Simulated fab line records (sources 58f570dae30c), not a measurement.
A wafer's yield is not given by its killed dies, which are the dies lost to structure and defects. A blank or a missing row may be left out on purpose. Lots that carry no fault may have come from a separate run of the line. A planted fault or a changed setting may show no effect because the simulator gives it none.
What tool caused it? / flow berkeleyCmos170 / 13 lots, 39 wafers sampled, at 4 steps of a route of 331

WHAT THE GAUGES READ, wafer by wafer
UCB170_V1_CD_MEAS_90: the cd target is 700 nm. Usual: cdNm at 699.3 nm, with a standard deviation of 1.7.
lot=L457; measured=day 7 23:04; on=cdSem-02; cdNm (nm)=699.2 699.7 702.4; flag=
lot=L458; measured=day 9 05:35; on=cdSem-01; cdNm (nm)=699.8 700.3 699.2; flag=
lot=L459; measured=day 9 05:49; on=cdSem-01; cdNm (nm)=698.0 696.0 697.3; flag=
lot=L460; measured=day 9 05:42; on=cdSem-01; cdNm (nm)=697.2 697.9 697.0; flag=
lot=L461; measured=day 9 23:45; on=cdSem-01; cdNm (nm)=696.8 697.2 697.6; flag=
lot=L464; measured=day 10 01:26; on=cdSem-01; cdNm (nm)=700.8 701.4 701.5; flag=
lot=L463; measured=day 10 01:24; on=cdSem-02; cdNm (nm)=698.3 697.1 698.1; flag=
lot=L462; measured=day 10 02:10; on=cdSem-01; cdNm (nm)=698.9 699.7 698.0; flag=
lot=L466; measured=day 10 23:41; on=cdSem-02; cdNm (nm)=699.8 699.0 699.3; flag=
lot=L467; measured=day 11 02:43; on=cdSem-01; cdNm (nm)=698.8 699.2 699.9; flag=
lot=L472; measured=day 11 20:39; on=cdSem-02; cdNm (nm)=699.0 698.7 698.5; flag=
lot=L473; measured=day 11 22:01; on=cdSem-01; cdNm (nm)=701.5 704.0 701.0; flag=
lot=L476; measured=day 13 04:59; on=cdSem-02; cdNm (nm)=697.3 698.9 698.0; flag=

UCB170_M3_CD_MEAS_90: the cd target is 700 nm. Usual: cdNm at 700 nm, with a standard deviation of 4.2.
lot=L457; measured=day 8 07:09; on=cdSem-01; cdNm (nm)=691 693 699; flag=
lot=L458; measured=day 9 17:57; on=cdSem-01; cdNm (nm)=695 702 694; flag=
lot=L459; measured=day 9 18:13; on=cdSem-01; cdNm (nm)=701 699 699; flag=
lot=L460; measured=day 9 17:58; on=cdSem-02; cdNm (nm)=704 707 707; flag=
lot=L461; measured=day 10 07:57; on=cdSem-02; cdNm (nm)=707 706 708; flag=
lot=L464; measured=day 10 09:26; on=cdSem-02; cdNm (nm)=699 697 696; flag=
lot=L463; measured=day 10 09:40; on=cdSem-02; cdNm (nm)=707 710 710; flag=
lot=L462; measured=day 10 10:37; on=cdSem-02; cdNm (nm)=699 705 696; flag=
lot=L466; measured=day 11 09:39; on=cdSem-02; cdNm (nm)=693 697 696; flag=
lot=L467; measured=day 11 13:31; on=cdSem-02; cdNm (nm)=699 696 701; flag=
lot=L472; measured=day 12 05:55; on=cdSem-02; cdNm (nm)=697 695 698; flag=
lot=L473; measured=day 12 08:41; on=cdSem-02; cdNm (nm)=698 701 697; flag=
lot=L476; measured=day 13 18:03; on=cdSem-01; cdNm (nm)=702 701 700; flag=

WHAT TOOL EACH LOT RAN ON (gives the tool, then ch and the chambers of the sampled wafers, and finally the start)
lot=L457; UCB170_CONTACT_ETCH_17=rieDiel-04 ch 0,1,2, day 7 16:04; UCB170_M3_STRIP_07=plasmaAsher-04 ch 0,1, day 8 05:31
lot=L458; UCB170_CONTACT_ETCH_17=rieDiel-02 ch 0,1,2, day 8 19:20; UCB170_M3_STRIP_07=plasmaAsher-03 ch 0,1, day 9 14:44
lot=L459; UCB170_CONTACT_ETCH_17=rieDiel-03 ch 0,3, day 8 19:37; UCB170_M3_STRIP_07=plasmaAsher-02 ch 0,1, day 9 15:02
lot=L460; UCB170_CONTACT_ETCH_17=rieDiel-04 ch 0,2,3, day 8 21:14; UCB170_M3_STRIP_07=plasmaAsher-02 ch 0,1, day 9 14:35
lot=L461; UCB170_CONTACT_ETCH_17=rieDiel-03 ch 0,3, day 9 16:08; UCB170_M3_STRIP_07=plasmaAsher-04 ch 0,1, day 10 06:01
lot=L464; UCB170_CONTACT_ETCH_17=rieDiel-04 ch 0,2,3, day 9 16:24; UCB170_M3_STRIP_07=plasmaAsher-03 ch 0,1, day 10 07:43
lot=L463; UCB170_CONTACT_ETCH_17=rieDiel-03 ch 0,1,3, day 9 17:03; UCB170_M3_STRIP_07=plasmaAsher-03 ch 0,1, day 10 07:50
lot=L462; UCB170_CONTACT_ETCH_17=rieDiel-03 ch 0,1,2, day 9 18:36; UCB170_M3_STRIP_07=plasmaAsher-02 ch 0,1, day 10 08:52
lot=L466; UCB170_CONTACT_ETCH_17=rieDiel-02 ch 0,1,2, day 10 15:29; UCB170_M3_STRIP_07=plasmaAsher-02 ch 0,1, day 11 06:55
lot=L467; UCB170_CONTACT_ETCH_17=rieDiel-02 ch 0,1, day 10 19:06; UCB170_M3_STRIP_07=plasmaAsher-04 ch 0,1, day 11 09:55
lot=L472; UCB170_CONTACT_ETCH_17=rieDiel-03 ch 0,1, day 11 13:28; UCB170_M3_STRIP_07=plasmaAsher-03 ch 0,1, day 12 02:49
lot=L473; UCB170_CONTACT_ETCH_17=rieDiel-04 ch 0,1,3, day 11 13:56; UCB170_M3_STRIP_07=plasmaAsher-03 ch 0,1, day 12 06:27
lot=L476; UCB170_CONTACT_ETCH_17=rieDiel-04 ch 0,1,3, day 12 18:11; UCB170_M3_STRIP_07=plasmaAsher-03 ch 0,1, day 13 15:50
- UCB170_CONTACT_ETCH_17: etches BARC in N2/H2.
- UCB170_M3_STRIP_07: strips in O2.

AS READ BY THE TOOLS THEMSELVES (means over the sampled wafers that have a number; for cases with no such wafer, the mark the record gives instead)
UCB170_CONTACT_ETCH_17. Usual: chamberPressureMTorr 30.000 mTorr, standard deviation 0.028; drypumpMotorCurrentA 5.5 A, standard deviation 0.42; oesProductAu 1.003 a.u., standard deviation 0.019; throttleValvePct 13.30 %, standard deviation 0.16.
lot=L457; tool=rieDiel-04; chamberPressureMTorr (mTorr)=30.020; drypumpMotorCurrentA (A)=5.4; oesProductAu (a.u.)=1.007; throttleValvePct (%)=13.23; flag=
lot=L458; tool=rieDiel-02; chamberPressureMTorr (mTorr)=29.995; drypumpMotorCurrentA (A)=5.4; oesProductAu (a.u.)=0.977; throttleValvePct (%)=13.35; flag=
lot=L459; tool=rieDiel-03; chamberPressureMTorr (mTorr)=30.020; drypumpMotorCurrentA (A)=6.3; oesProductAu (a.u.)=1.006; throttleValvePct (%)=13.26; flag=
lot=L460; tool=rieDiel-04; chamberPressureMTorr (mTorr)=29.999; drypumpMotorCurrentA (A)=5.3; oesProductAu (a.u.)=1.015; throttleValvePct (%)=13.14; flag=
lot=L461; tool=rieDiel-03; chamberPressureMTorr (mTorr)=30.002; drypumpMotorCurrentA (A)=6.2; oesProductAu (a.u.)=1.013; throttleValvePct (%)=13.27; flag=
lot=L464; tool=rieDiel-04; chamberPressureMTorr (mTorr)=29.979; drypumpMotorCurrentA (A)=5.3; oesProductAu (a.u.)=1.018; throttleValvePct (%)=13.14; flag=
lot=L463; tool=rieDiel-03; chamberPressureMTorr (mTorr)=30.000; drypumpMotorCurrentA (A)=5.9; oesProductAu (a.u.)=1.010; throttleValvePct (%)=13.29; flag=
lot=L462; tool=rieDiel-03; chamberPressureMTorr (mTorr)=29.989; drypumpMotorCurrentA (A)=5.5; oesProductAu (a.u.)=1.021; throttleValvePct (%)=13.38; flag=
lot=L466; tool=rieDiel-02; chamberPressureMTorr (mTorr)=30.025; drypumpMotorCurrentA (A)=5.3; oesProductAu (a.u.)=0.982; throttleValvePct (%)=13.35; flag=
lot=L467; tool=rieDiel-02; chamberPressureMTorr (mTorr)=30.026; drypumpMotorCurrentA (A)=5.3; oesProductAu (a.u.)=0.979; throttleValvePct (%)=13.43; flag=
lot=L472; tool=rieDiel-03; chamberPressureMTorr (mTorr)=29.964; drypumpMotorCurrentA (A)=5.5; oesProductAu (a.u.)=1.007; throttleValvePct (%)=13.30; flag=
lot=L473; tool=rieDiel-04; chamberPressureMTorr (mTorr)=29.993; drypumpMotorCurrentA (A)=5.4; oesProductAu (a.u.)=1.009; throttleValvePct (%)=13.29; flag=
lot=L476; tool=rieDiel-04; chamberPressureMTorr (mTorr)=29.988; drypumpMotorCurrentA (A)=5.4; oesProductAu (a.u.)=1.001; throttleValvePct (%)=13.29; flag=

UCB170_M3_STRIP_07. Usual: chamberPressureMTorr 3500 mTorr, standard deviation 3.3; drypumpMotorCurrentA 5.6 A, standard deviation 0.48; oesProductAu 0.735 a.u., standard deviation 0.0049; stripTimeToEndpointS 21.97 s, standard deviation 0.055.
lot=L457; tool=plasmaAsher-04; chamberPressureMTorr (mTorr)=3501; drypumpMotorCurrentA (A)=5.4; oesProductAu (a.u.)=0.738; stripTimeToEndpointS (s)=22.01; flag=
lot=L458; tool=plasmaAsher-03; chamberPressureMTorr (mTorr)=3501; drypumpMotorCurrentA (A)=5.2; oesProductAu (a.u.)=0.736; stripTimeToEndpointS (s)=21.99; flag=
lot=L459; tool=plasmaAsher-02; chamberPressureMTorr (mTorr)=3500; drypumpMotorCurrentA (A)=5.8; oesProductAu (a.u.)=0.731; stripTimeToEndpointS (s)=21.95; flag=
lot=L460; tool=plasmaAsher-02; chamberPressureMTorr (mTorr)=3500; drypumpMotorCurrentA (A)=5.8; oesProductAu (a.u.)=0.733; stripTimeToEndpointS (s)=22.02; flag=
lot=L461; tool=plasmaAsher-04; chamberPressureMTorr (mTorr)=3496; drypumpMotorCurrentA (A)=5.3; oesProductAu (a.u.)=0.733; stripTimeToEndpointS (s)=22.00; flag=
lot=L464; tool=plasmaAsher-03; chamberPressureMTorr (mTorr)=3499; drypumpMotorCurrentA (A)=5.6; oesProductAu (a.u.)=0.733; stripTimeToEndpointS (s)=21.96; flag=
lot=L463; tool=plasmaAsher-03; chamberPressureMTorr (mTorr)=3500; drypumpMotorCurrentA (A)=5.5; oesProductAu (a.u.)=0.737; stripTimeToEndpointS (s)=21.92; flag=
lot=L462; tool=plasmaAsher-02; chamberPressureMTorr (mTorr)=3500; drypumpMotorCurrentA (A)=5.8; oesProductAu (a.u.)=0.735; stripTimeToEndpointS (s)=21.94; flag=
lot=L466; tool=plasmaAsher-02; chamberPressureMTorr (mTorr)=3503; drypumpMotorCurrentA (A)=5.8; oesProductAu (a.u.)=0.738; stripTimeToEndpointS (s)=21.98; flag=
lot=L467; tool=plasmaAsher-04; chamberPressureMTorr (mTorr)=3503; drypumpMotorCurrentA (A)=5.4; oesProductAu (a.u.)=0.735; stripTimeToEndpointS (s)=22.05; flag=
lot=L472; tool=plasmaAsher-03; chamberPressureMTorr (mTorr)=3501; drypumpMotorCurrentA (A)=5.2; oesProductAu (a.u.)=0.733; stripTimeToEndpointS (s)=22.04; flag=
lot=L473; tool=plasmaAsher-03; chamberPressureMTorr (mTorr)=3499; drypumpMotorCurrentA (A)=5.2; oesProductAu (a.u.)=0.734; stripTimeToEndpointS (s)=21.93; flag=
lot=L476; tool=plasmaAsher-03; chamberPressureMTorr (mTorr)=3500; drypumpMotorCurrentA (A)=5.2; oesProductAu (a.u.)=0.734; stripTimeToEndpointS (s)=22.01; flag=

THE ANSWER, worked out from the rows above alone
Rule: a lot counts as off when the mean over its wafers that have a number is more than 3 standard deviations away from the usual mean. A lot without any number at a reading at which 4 lots or more have one is off too. All remaining lots with rows at the step are treated as sound. The gauges are gone through in route order, then the tools' own readings, and for those a lot's mean is taken as printed above. The first step at which some lot is off is used, and at that step the reading that is off furthest; a lot without a number counts as furthest.
No lot is off on any of the readings shown, so nothing can be concluded from this.

WHAT WAS PUT IN BY THE SIMULATOR
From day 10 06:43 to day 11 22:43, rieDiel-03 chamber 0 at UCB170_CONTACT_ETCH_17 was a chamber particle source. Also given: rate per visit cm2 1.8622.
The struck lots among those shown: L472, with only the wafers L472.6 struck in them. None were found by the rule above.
